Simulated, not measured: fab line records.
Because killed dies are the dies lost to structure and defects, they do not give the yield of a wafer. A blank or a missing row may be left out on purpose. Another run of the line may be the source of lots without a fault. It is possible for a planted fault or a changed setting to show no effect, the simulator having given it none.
Matching of chambers	flow berkeleyCmos170	UCB170_V1_CMP_02 on cmp-02: 4 sister chambers
The step polishes SiO2. 8 wafers are shown with their chamber, then 8 later ones without.

## WAFERS WITH THEIR CHAMBER
wafer	chamber	motorCurrentA (A)	platenRpm (rpm)
L344.3	3	16.5	60.02
L344.5	2	17.5	59.99
L348.1	1	16.4	60.00
L348.4	2	18.7	60.00
L358.1	1	15.8	60.05
L358.5	3	17.6	60.04
L358.6	0	17.7	59.97
L360.2	0	18.2	59.92

## WAFERS WHOSE CHAMBER IS MISSING
wafer	motorCurrentA (A)	platenRpm (rpm)
L360.3	17.3	60.00
L360.4	18.7	59.98
L361.3	17.3	59.97
L361.4	19.0	60.01
L361.5	15.7	59.92
L363.4	18.5	59.99
L363.5	16.1	59.99
L363.6	19.2	59.96

## EACH ONE'S CHAMBER
wafer	from the rows above	in truth
L360.3	can't be placed: 3 or 2 or 1 or 0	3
L360.4	can't be placed: 2 or 0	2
L361.3	can't be placed: 0 or 2 or 3 or 1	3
L361.4	can't be placed: 2 or 0 or 3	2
L361.5	can't be placed: 0 or 1 or 3 or 2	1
L363.4	can't be placed: 2 or 0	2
L363.5	can't be placed: 1 or 3 or 2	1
L363.6	can't be placed: 0 or 2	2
Placed correctly: 0 of 8. Unplaceable from these rows: 8, with the true chamber sitting among the candidates in 8. Number placed wrongly: 0.
How it was worked out, from the rows above alone: a wafer's distance from a chamber is the root of the sum, over the readings, of the square of ((its reading less the chamber's mean) divided by the reading's scatter). The wafer belongs to the nearest chamber; if the next one is less than 2 further off, it can't be placed. For every chamber, the mean is computed from those of its wafers that are shown. How the scatter is found: for the shown wafers, subtract from each reading the mean of its chamber, square and add these, divide the total by (wafers less chambers), then take the root.
